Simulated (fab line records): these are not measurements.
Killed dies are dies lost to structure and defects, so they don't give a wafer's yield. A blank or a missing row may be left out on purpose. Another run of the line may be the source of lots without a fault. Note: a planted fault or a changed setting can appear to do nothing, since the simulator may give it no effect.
fab line records | flow rit_cmos
[record] lots = 5 | wafers = 15 | last_day = 7
route steps=202 shown PSD@150 SDANNEAL@153 NSD@158 PLDD@159 NLDD@160 SILICIDE@161 M1@202
lots that met no fault: from a run of the same line without faults
start_h: the number of hours between the record's first day and the start of the first shown wafer of the lot | wait_h: hours from the lot's prior step to this one | " identical to the entry in the row above | L1.1+2: one row covering several wafers at once | - either no value or no given start | * or withheld: withheld | < > ~ a bound
route shown NAME@n: names a module that has steps shown in the file, with the first one's number in the route | usual: average and standard deviation across the fault-free wafers | same: alike in all rows | chamber/n: place in a boat | sites: readings site by site | _std_site: the standard deviation of these | _edge_site: outer sites' mean less inner sites' | radius_mm: how far each site lies from the wafer's centre | mask NAME#n: copy n | behind: the most recent tool/chamber to have shaped the wafer | hold: what put the lot on hold/how long, in hours/how the hold closed | device: whichever transistor did not switch (one of n, p or np) | end of line: at the end of the route, the tests of the same wafers | a step with no rows: only its recipe | killed: not the wafer's yield, but the dies lost to structure and defects at the first sort | map: per-die view of a wafer (x killed, . not killed, _ where there is no die)
set.NAME: setting as actually run; set.NAME@STEP: the setting as run at that earlier step | model.NAME: the simulator's own value behind a step, which no gauge read
lots at selected steps of the route; one table per step, one row per wafer
services: the hour from which a tool's chamber was out of use, counted from the record's first day as start_h (under 0 if before that day), plus the number of hours and why
[[steps]]
[step RIT_PSD_IMPLANT_08]
[recipe] species = BF2 | energy_kev = 27 | dose_cm2 = 5e+15 | tilt_deg = 7
[step RIT_PSD_STRIP_09]
[recipe] chemistry = O2 | time_s = 180 | resist = NOVOLAK | platen_temp_c = withheld | power_w = 500 | pressure_mtorr = 4000 | o2_flow_sccm = 4000
[usual] drypump_motor_current_A = 5.5/0.38
lot.wafer | tool            | chamber | start_h | wait_h | drypump_motor_current_A | rf_hours_counter_h
L671.2    | plasma_asher-01 | 1       | 64.23   | 0.1    | 4.8                     | 43
L671.5    | "               | 1       | "       | "      | 4.7                     | -
L671.6    | "               | 0       | "       | "      | 6.2                     | -
L674.1    | plasma_asher-01 | 0       | 81.54   | 0.1    | 6.2                     | 45
L674.2    | "               | 1       | "       | "      | 4.8                     | 45
L674.4    | "               | 0       | "       | "      | 6.2                     | -
L682.1    | plasma_asher-03 | 1       | 118.40  | 0.1    | 5.7                     | 48
L682.2    | "               | 0       | "       | "      | 5.8                     | 48
L682.4    | "               | 0       | "       | "      | 5.8                     | -
L687.3    | plasma_asher-04 | 1       | 143.06  | 0.1    | 5.5                     | -
L687.5    | "               | 1       | "       | "      | 5.6                     | -
L687.6    | "               | 0       | "       | "      | 5.2                     | -
L689.3    | plasma_asher-01 | 0       | 154.76  | 0.1    | 6.2                     | -
L689.4    | "               | 1       | "       | "      | 4.8                     | -
L689.6    | "               | 1       | "       | "      | 4.8                     | -
[step RIT_PSD_TW_MEAS_10]
[usual] PSD_TW = 3432/59
lot.wafer | tool          | chamber | start_h | wait_h | PSD_TW
L671.2    | film_metro-01 | -       | 64.42   | 0.1    | 3375
L671.5    | "             | -       | "       | "      | 3386
L671.6    | "             | -       | "       | "      | 3372
L674.1    | film_metro-02 | -       | 81.71   | 0.1    | 3431
L674.2    | "             | -       | "       | "      | 3447
L674.4    | "             | -       | "       | "      | 3440
L682.1    | film_metro-03 | -       | 118.58  | 0.1    | 3526
L682.2    | "             | -       | "       | "      | 3521
L682.4    | "             | -       | "       | "      | 3536
L687.3    | film_metro-01 | -       | 143.20  | 0.1    | 3388
L687.5    | "             | -       | "       | "      | 3373
L687.6    | "             | -       | "       | "      | 3390
L689.3    | film_metro-02 | -       | 154.90  | 0.1    | 3451
L689.4    | "             | -       | "       | "      | 3444
L689.6    | "             | -       | "       | "      | 3451
[step RIT_SDANNEAL_CLEAN_00]
[recipe] chemistry = SC1 | mix = 3:3:50 | time_s = 600 | temp_c = 75
[step RIT_SDANNEAL_CLEAN_01]
[recipe] chemistry = dHF | dilution = 50:1 | time_s = 30
[step RIT_SDANNEAL_CLEAN_02]
[recipe] chemistry = SC2 | mix = 3:3:50 | time_s = 600 | temp_c = 75 | dry = n2_spin
[step RIT_SDANNEAL_RTA_03]
[recipe] temp_c = 1050 | time_s = 5 | idle_temp_c = 600 | ramp_up_c_per_s = 342 | ramp_down_c_per_s = 171 | cool_to_c = 600 | ambient = N2
[usual] wafer_temp_C_max = 1053.5/1.2
lot.wafer | tool          | chamber | start_h | wait_h | wafer_temp_C_max
L671.2    | rtp_anneal-01 | 0       | 64.84   | 0.0    | 1053.4
L671.5    | "             | 0       | "       | "      | 1053.6
L671.6    | "             | 0       | "       | "      | 1052.5
L674.1    | rtp_anneal-02 | 0       | 82.14   | 0.0    | 1051.3
L674.2    | "             | 0       | "       | "      | 1054.1
L674.4    | "             | 0       | "       | "      | 1052.8
L682.1    | rtp_anneal-01 | 0       | 119.04  | 0.0    | 1052.5
L682.2    | "             | 0       | "       | "      | 1054.3
L682.4    | "             | 0       | "       | "      | 1053.5
L687.3    | rtp_anneal-02 | 0       | 143.63  | 0.0    | 1052.2
L687.5    | "             | 0       | "       | "      | 1053.0
L687.6    | "             | 0       | "       | "      | 1052.1
L689.3    | rtp_anneal-02 | 0       | 155.33  | 0.0    | 1051.9
L689.4    | "             | 0       | "       | "      | 1054.1
L689.6    | "             | 0       | "       | "      | 1055.0
[step RIT_SDANNEAL_RS_MEAS_04]
[recipe] thk_meas_gauge = four-point-probe
[usual] PSD_RS = 115.98/0.29
lot.wafer | tool          | chamber | start_h | wait_h | PSD_RS[ohm/sq]
L671.2    | film_metro-03 | -       | 64.91   | 0.1    | 116.24
L671.5    | "             | -       | "       | "      | 116.03
L671.6    | "             | -       | "       | "      | 115.71
L674.1    | film_metro-03 | -       | 82.20   | 0.0    | 115.95
L674.2    | "             | -       | "       | "      | 115.74
L674.4    | "             | -       | "       | "      | 115.58
L682.1    | film_metro-02 | -       | 119.10  | 0.0    | 116.10
L682.2    | "             | -       | "       | "      | 115.77
L682.4    | "             | -       | "       | "      | 116.02
L687.3    | film_metro-01 | -       | 143.71  | 0.1    | 115.77
L687.5    | "             | -       | "       | "      | 115.81
L687.6    | "             | -       | "       | "      | 115.88
L689.3    | film_metro-01 | -       | 155.41  | 0.1    | 115.84
L689.4    | "             | -       | "       | "      | 116.05
L689.6    | "             | -       | "       | "      | 116.25
[step RIT_SDANNEAL_RS_MEAS_05]
[recipe] thk_meas_gauge = four-point-probe
[usual] NSD_RS = 84.61/0.28
lot.wafer | tool          | chamber | start_h | wait_h | NSD_RS[ohm/sq]
L671.2    | film_metro-03 | -       | 65.03   | 0.1    | 84.55
L671.5    | "             | -       | "       | "      | 84.51
L671.6    | "             | -       | "       | "      | 84.43
L674.1    | film_metro-03 | -       | 82.32   | 0.1    | 84.58
L674.2    | "             | -       | "       | "      | 84.46
L674.4    | "             | -       | "       | "      | 84.64
L682.1    | film_metro-02 | -       | 119.22  | 0.1    | 84.63
L682.2    | "             | -       | "       | "      | 84.42
L682.4    | "             | -       | "       | "      | 84.64
L687.3    | film_metro-01 | -       | 143.83  | 0.1    | 84.82
L687.5    | "             | -       | "       | "      | 84.91
L687.6    | "             | -       | "       | "      | 85.07
L689.3    | film_metro-01 | -       | 155.53  | 0.1    | 84.63
L689.4    | "             | -       | "       | "      | 84.61
L689.6    | "             | -       | "       | "      | 84.74
[step RIT_SDANNEAL_RS_MEAS_06]
[recipe] thk_meas_gauge = four-point-probe
[usual] PLDD_RS = 178.8/0.5
lot.wafer | tool          | chamber | start_h | wait_h | PLDD_RS[ohm/sq]
L671.2    | film_metro-03 | -       | 65.15   | 0.1    | 179.6
L671.5    | "             | -       | "       | "      | 179.5
L671.6    | "             | -       | "       | "      | 178.9
L674.1    | film_metro-03 | -       | 82.44   | 0.1    | 178.6
L674.2    | "             | -       | "       | "      | 178.6
L674.4    | "             | -       | "       | "      | 178.6
L682.1    | film_metro-02 | -       | 119.34  | 0.1    | 178.6
L682.2    | "             | -       | "       | "      | 179.2
L682.4    | "             | -       | "       | "      | 179.5
L687.3    | film_metro-01 | -       | 143.95  | 0.1    | 178.1
L687.5    | "             | -       | "       | "      | 179.0
L687.6    | "             | -       | "       | "      | 178.8
L689.3    | film_metro-01 | -       | 155.65  | 0.1    | 178.4
L689.4    | "             | -       | "       | "      | 178.8
L689.6    | "             | -       | "       | "      | 178.6
[step RIT_SDANNEAL_RS_MEAS_07]
[recipe] thk_meas_gauge = four-point-probe
[usual] NLDD_RS = 151.6/0.5
lot.wafer | tool          | chamber | start_h | wait_h | NLDD_RS[ohm/sq]
L671.2    | film_metro-03 | -       | 65.27   | 0.1    | 151.3
L671.5    | "             | -       | "       | "      | 151.5
L671.6    | "             | -       | "       | "      | 151.3
L674.1    | film_metro-03 | -       | 82.56   | 0.1    | 152.7
L674.2    | "             | -       | "       | "      | 152.8
L674.4    | "             | -       | "       | "      | 152.3
L682.1    | film_metro-02 | -       | 119.46  | 0.1    | 151.7
L682.2    | "             | -       | "       | "      | 151.7
L682.4    | "             | -       | "       | "      | 152.0
L687.3    | film_metro-01 | -       | 144.07  | 0.1    | 151.5
L687.5    | "             | -       | "       | "      | 151.1
L687.6    | "             | -       | "       | "      | 151.6
L689.3    | film_metro-01 | -       | 155.77  | 0.1    | 151.1
L689.4    | "             | -       | "       | "      | 151.1
L689.6    | "             | -       | "       | "      | 151.0
[step RIT_SILICIDE_WET_ETCH_00]
[recipe] chemistry = BOE | target = SiO2 | target_depth_nm = 14 | time_s = 15 | dry = n2_spin | dilution = 10:1 | temp_c = 21.5
[step RIT_SILICIDE_SPUTTER_01]
[recipe] material = Ti | target_thk_nm = 30 | power_w = 350 | chamber_pressure_pa = 0.667 | gas = Ar | time_s = 240 | substrate_temp_c = 25
[usual] cathode_dc_power_W = 350.01/0.071 | throttle_valve_pct = 29.3/0.66
lot.wafer | tool           | chamber | start_h | wait_h | cathode_dc_power_W | throttle_valve_pct | model.Ti_of_SILICIDE_SPUTTER_01.thk_nm
L671.2    | pvd_sputter-01 | -       | 65.38   | 0.0    | 350.02             | 29.6               | 30.34
L671.5    | "              | -       | "       | "      | 350.01             | 28.8               | 29.74
L671.6    | "              | -       | "       | "      | 350.20             | 29.9               | 29.7
L674.1    | pvd_sputter-04 | -       | 82.69   | 0.0    | 350.08             | 28.7               | 30.16
L674.2    | "              | -       | "       | "      | 349.96             | 29.0               | 30.27
L674.4    | "              | -       | "       | "      | 350.01             | 29.9               | 30.41
L682.1    | pvd_sputter-04 | -       | 119.59  | 0.0    | 383.19             | 28.7               | 33
L682.2    | "              | -       | "       | "      | 349.95             | 28.9               | 30.27
L682.4    | "              | -       | "       | "      | 350.01             | 28.6               | 30.29
L687.3    | pvd_sputter-01 | -       | 144.16  | 0.0    | 350.03             | 28.5               | 30.53
L687.5    | "              | -       | "       | "      | 350.13             | 29.8               | 30.33
L687.6    | "              | -       | "       | "      | 349.98             | 29.9               | 30.38
L689.3    | pvd_sputter-01 | -       | 155.86  | 0.0    | 349.95             | 29.7               | 30.33
L689.4    | "              | -       | "       | "      | 349.97             | 28.5               | 30.5
L689.6    | "              | -       | "       | "      | 349.83             | 29.0               | 30.2
[step RIT_SILICIDE_RS_MEAS_02]
[recipe] thk_meas_gauge = four-point-probe | reads = Ti_of_SILICIDE_SPUTTER_01
[usual] SILICIDE_TI_RS = 47.6/0.64
lot.wafer | tool          | chamber | start_h | wait_h | SILICIDE_TI_RS[ohm/sq]
L671.2    | film_metro-04 | -       | 65.55   | 0.1    | 47.1
L671.5    | "             | -       | "       | "      | 48.4
L671.6    | "             | -       | "       | "      | 48.4
L674.1    | film_metro-03 | -       | 82.84   | 0.1    | 47.6
L674.2    | "             | -       | "       | "      | 47.4
L674.4    | "             | -       | "       | "      | 47.2
L682.1    | film_metro-03 | -       | 119.74  | 0.1    | 42.6
L682.2    | "             | -       | "       | "      | 47.4
L682.4    | "             | -       | "       | "      | 47.3
L687.3    | film_metro-02 | -       | 144.35  | 0.1    | 46.9
L687.5    | "             | -       | "       | "      | 47.2
L687.6    | "             | -       | "       | "      | 47.2
L689.3    | film_metro-03 | -       | 156.05  | 0.1    | 47.3
L689.4    | "             | -       | "       | "      | 46.9
L689.6    | "             | -       | "       | "      | 47.6
[step RIT_SILICIDE_THK_MEAS_03]
[recipe] thk_meas_gauge = xrf | reads = Ti_of_SILICIDE_SPUTTER_01
[usual] SILICIDE_TI_THK = 30.2/0.35
lot.wafer | tool          | chamber | start_h | wait_h | SILICIDE_TI_THK[nm]
L671.2    | film_metro-04 | -       | 65.66   | 0.1    | 30.3
L671.5    | "             | -       | "       | "      | 29.7
L671.6    | "             | -       | "       | "      | 29.5
L674.1    | film_metro-03 | -       | 82.96   | 0.1    | 30.4
L674.2    | "             | -       | "       | "      | 30.5
L674.4    | "             | -       | "       | "      | 30.7
L682.1    | film_metro-03 | -       | 119.86  | 0.1    | 33.2
L682.2    | "             | -       | "       | "      | 30.4
L682.4    | "             | -       | "       | "      | 30.3
L687.3    | film_metro-02 | -       | 144.45  | 0.1    | 30.6
L687.5    | "             | -       | "       | "      | 30.4
L687.6    | "             | -       | "       | "      | 30.5
L689.3    | film_metro-03 | -       | 156.15  | 0.1    | 30.5
L689.4    | "             | -       | "       | "      | 30.7
L689.6    | "             | -       | "       | "      | 30.3
[step RIT_SILICIDE_RTA_04]
[recipe] temp_c = 650 | time_s = 9.618 | idle_temp_c = 25 | ramp_up_s = 5 | ramp_down_s = 5 | cool_to_c = 25 | ambient = N2
[usual] wafer_temp_C_max = 652.5/0.74
lot.wafer | tool          | chamber | start_h | wait_h | wafer_temp_C_max
L671.2    | rtp_anneal-02 | 0       | 65.72   | 0.1    | 653.2
L671.5    | "             | 0       | "       | "      | 651.4
L671.6    | "             | 0       | "       | "      | 652.5
L674.1    | rtp_anneal-01 | 0       | 83.02   | 0.1    | 652.1
L674.2    | "             | 0       | "       | "      | 651.9
L674.4    | "             | 0       | "       | "      | 651.8
L682.1    | rtp_anneal-02 | 0       | 119.92  | 0.1    | 653.4
L682.2    | "             | 0       | "       | "      | 651.5
L682.4    | "             | 0       | "       | "      | 652.8
L687.3    | rtp_anneal-01 | 0       | 144.51  | 0.1    | 652.1
L687.5    | "             | 0       | "       | "      | 651.1
L687.6    | "             | 0       | "       | "      | 651.8
L689.3    | rtp_anneal-01 | 0       | 156.21  | 0.1    | 651.7
L689.4    | "             | 0       | "       | "      | 652.3
L689.6    | "             | 0       | "       | "      | 652.5
[step RIT_M1_PROBE_99]
[usual] killed_at_front_end = 6.9/3 | killed_dies = 6.9/3 | killed_open = 3.5/2 | killed_short = 3.4/2.1
[same] gross_dies = 264 | killed_at_M0_to_M3 = 0 | killed_at_M4_up = 0 | killed_at_back_side = 0 | killed_at_contacts = 0 | killed_at_other = 0
lot.wafer | tool      | chamber | start_h | wait_h | killed_at_front_end | killed_dies | killed_open | killed_short | model.etest.npoly_line.line_ohm_um | model.etest.ppoly_line.line_ohm_um | model.etest.contact_nplus.end_ohm_um | model.etest.contact_pplus.end_ohm_um | model.etest.npoly_line.rs_ohm_sq | model.etest.ppoly_line.rs_ohm_sq | model.etest.npoly_sal.rs_ohm_sq | model.etest.ppoly_sal.rs_ohm_sq
L671.2    | prober-02 | -       | 73.73   | 0.1    | 6                   | 6           | 3           | 3            | 169.6                              | 161.8                              | 42.02                                | 43.96                                | 16.98                            | 16.43                            | 4.333                           | 4.285
L671.5    | prober-02 | -       | 73.88   | 0.2    | 4                   | 4           | 3           | 1            | 164                                | 159.2                              | 41.33                                | 42.45                                | 17.19                            | 16.59                            | 4.408                           | 4.377
L671.6    | prober-02 | -       | 73.93   | 0.2    | 6                   | 6           | 2           | 4            | 169.8                              | 161.1                              | 41.45                                | 43.6                                 | 17.36                            | 16.79                            | 4.413                           | 4.393
L674.1    | prober-01 | -       | 89.44   | 0.1    | 8                   | 8           | 2           | 6            | 166.8                              | 163.6                              | 42.6                                 | 42.23                                | 17.01                            | 16.45                            | 4.362                           | 4.3
L674.2    | prober-01 | -       | 89.49   | 0.1    | 3                   | 3           | 2           | 0            | 171.9                              | 162.7                              | 42.1                                 | 42.12                                | 17.07                            | 16.62                            | 4.316                           | 4.248
L674.4    | prober-01 | -       | 89.59   | 0.2    | 5                   | 5           | 5           | 0            | 172.2                              | 161.3                              | 42.52                                | 41.8                                 | 16.9                             | 16.3                             | 4.291                           | 4.265
L682.1    | prober-01 | -       | 126.33  | 0.1    | 2                   | 2           | 0           | 2            | 163.7                              | 155.9                              | 46.38                                | 46.8                                 | 15.86                            | 15.56                            | 4.021                           | 3.985
L682.2    | prober-01 | -       | 126.38  | 0.1    | 5                   | 5           | 3           | 2            | 171.7                              | 167.1                              | 41.64                                | 43.08                                | 16.91                            | 16.6                             | 4.349                           | 4.325
L682.4    | prober-01 | -       | 126.48  | 0.2    | 4                   | 4           | 4           | 0            | 170.1                              | 164.4                              | 41.26                                | 43.34                                | 17.07                            | 16.64                            | 4.341                           | 4.315
L687.3    | prober-02 | -       | 151.40  | 0.2    | 8                   | 8           | 5           | 3            | 167.9                              | 164                                | 41.99                                | 43.94                                | 16.86                            | 16.26                            | 4.321                           | 4.286
L687.5    | prober-02 | -       | 151.50  | 0.2    | 8                   | 8           | 7           | 1            | 165.8                              | 160.5                              | 42.11                                | 44.57                                | 16.83                            | 16.35                            | 4.319                           | 4.255
L687.6    | prober-02 | -       | 151.55  | 0.2    | 8                   | 8           | 5           | 3            | 164.9                              | 159.2                              | 41.27                                | 43.72                                | 16.94                            | 16.31                            | 4.308                           | 4.274
L689.3    | prober-02 | -       | 162.94  | 0.2    | 11                  | 11          | 8           | 3            | 170.8                              | 170                                | 41.45                                | 43.84                                | 17.04                            | 16.58                            | 4.319                           | 4.289
L689.4    | prober-02 | -       | 162.99  | 0.2    | 7                   | 7           | 4           | 3            | 170.2                              | 164.4                              | 41.68                                | 45.14                                | 16.88                            | 16.45                            | 4.355                           | 4.309
L689.6    | prober-02 | -       | 163.09  | 0.2    | 8                   | 8           | 3           | 5            | 174.9                              | 166.2                              | 40.93                                | 43.32                                | 17.12                            | 16.52                            | 4.363                           | 4.351
// killed by level:class
L671.2 GATE:geometric_particle:short=2 FOX1:geometric_particle:open=1 GATE:geometric_particle:open=1 REOX:geometric_particle:short=1 SILICIDE:geometric_particle:open=1
L671.5 GATE:geometric_particle:open=2 SPACER:geometric_particle:open=1 SPACER:geometric_particle:short=1
L671.6 SPACER:geometric_particle:short=2 FOX2:geometric_particle:short=1 FOX2:geometric_particle:open=1 GATE:geometric_particle:short=1 SPACER:geometric_particle:open=1
L674.1 GATE:geometric_particle:short=2 SILICIDE:geometric_particle:short=2 FOX1:geometric_particle:short=1 GATE:geometric_particle:open=1 REOX:geometric_particle:short=1 SILICIDE:geometric_particle:open=1
L674.2 FOX1:geometric_particle:open=2 ACTIVE:coat_microbubble_printed=1
L674.4 FOX1:geometric_particle:open=2 GATE:geometric_particle:open=2 SILICIDE:geometric_particle:open=1
L682.1 FOX2:geometric_particle:short=1 SILICIDE:geometric_particle:short=1
L682.2 FOX2:geometric_particle:open=1 REOX:geometric_particle:short=1 SPACER:geometric_particle:open=1 SILICIDE:geometric_particle:short=1 SILICIDE:geometric_particle:open=1
L682.4 GATE:geometric_particle:open=2 REOX:geometric_particle:open=1 SILICIDE:geometric_particle:open=1
L687.3 REOX:geometric_particle:open=2 REOX:geometric_particle:short=2 FOX1:geometric_particle:open=1 GATE:geometric_particle:open=1 GATE:geometric_particle:short=1 SPACER:geometric_particle:open=1
L687.5 FOX1:geometric_particle:open=3 GATE:geometric_particle:open=2 GATE:geometric_particle:short=1 REOX:geometric_particle:open=1 SPACER:geometric_particle:open=1
L687.6 GATE:geometric_particle:short=2 REOX:geometric_particle:open=2 FOX2:geometric_particle:open=1 GATE:geometric_particle:open=1 REOX:geometric_particle:short=1 SPACER:geometric_particle:open=1
L689.3 GATE:geometric_particle:open=4 FOX1:geometric_particle:open=2 REOX:geometric_particle:short=2 GATE:geometric_particle:short=1 SPACER:geometric_particle:open=1 SILICIDE:geometric_particle:open=1
L689.4 FOX1:geometric_particle:open=1 FOX2:geometric_particle:short=1 FOX2:geometric_particle:open=1 GATE:geometric_particle:open=1 GATE:geometric_particle:short=1 REOX:geometric_particle:open=1 SPACER:geometric_particle:short=1
L689.6 GATE:geometric_particle:open=2 GATE:geometric_particle:short=2 SPACER:geometric_particle:short=2 REOX:geometric_particle:open=1 REOX:geometric_particle:short=1
[[services]]
tool            | chamber | start_h | hours | kind
pvd_sputter-04  | -       | 54.74   | 12.4  | repair
plasma_asher-03 | -       | 61.16   | 2.7   | repair
plasma_asher-01 | -       | 74.99   | 3.2   | repair
plasma_asher-01 | -       | 90.39   | 5.1   | repair
rtp_anneal-02   | -       | 115.26  | 4.0   | pm
plasma_asher-01 | -       | 115.79  | 4.3   | repair
pvd_sputter-01  | -       | 121.45  | 1.4   | repair
[[key]]
[first_sign] step = RIT_SILICIDE_SPUTTER_01 | reading = cathode_dc_power_W | direction = up | sigmas = 99+ | usual = 350.01 | struck = 383.19
[effect] step = RIT_SILICIDE_RS_MEAS_02 | reading = SILICIDE_TI_RS | direction = down | sigmas = 7.8 | usual = 47.6 | struck = 42.6
[effect] step = RIT_SILICIDE_THK_MEAS_03 | reading = SILICIDE_TI_THK | direction = up | sigmas = 8.4 | usual = 30.2 | struck = 33.2
[model_effect] step = RIT_SILICIDE_SPUTTER_01 | value = Ti_of_SILICIDE_SPUTTER_01.thk_nm | without = 30.15 | struck = 33
[model_effect] step = RIT_M1_PROBE_99 | value = etest.npoly_line.line_ohm_um | without = 171.6 | struck = 163.7
met_at RIT_SILICIDE_SPUTTER_01
struck_wafers L682.1
tester_left_out L682
[fault] kind = process_parameter_drift | tool = pvd_sputter-04 | chamber = - | onset_h = 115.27 | steps = RIT_SILICIDE_SPUTTER_01 | channel = power_w | offset = 33.23 | shape = step | end_h = 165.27 | stated = 350 | scope = struck_wafers_only
// tester_left_out: of these lots the tester's yield and bins aren't shown, on N5 and GAA mostly nor the transistor test; their killed dies are dies lost to structure and defects alone, not to doping, threshold or leakage, so they don't give the yield
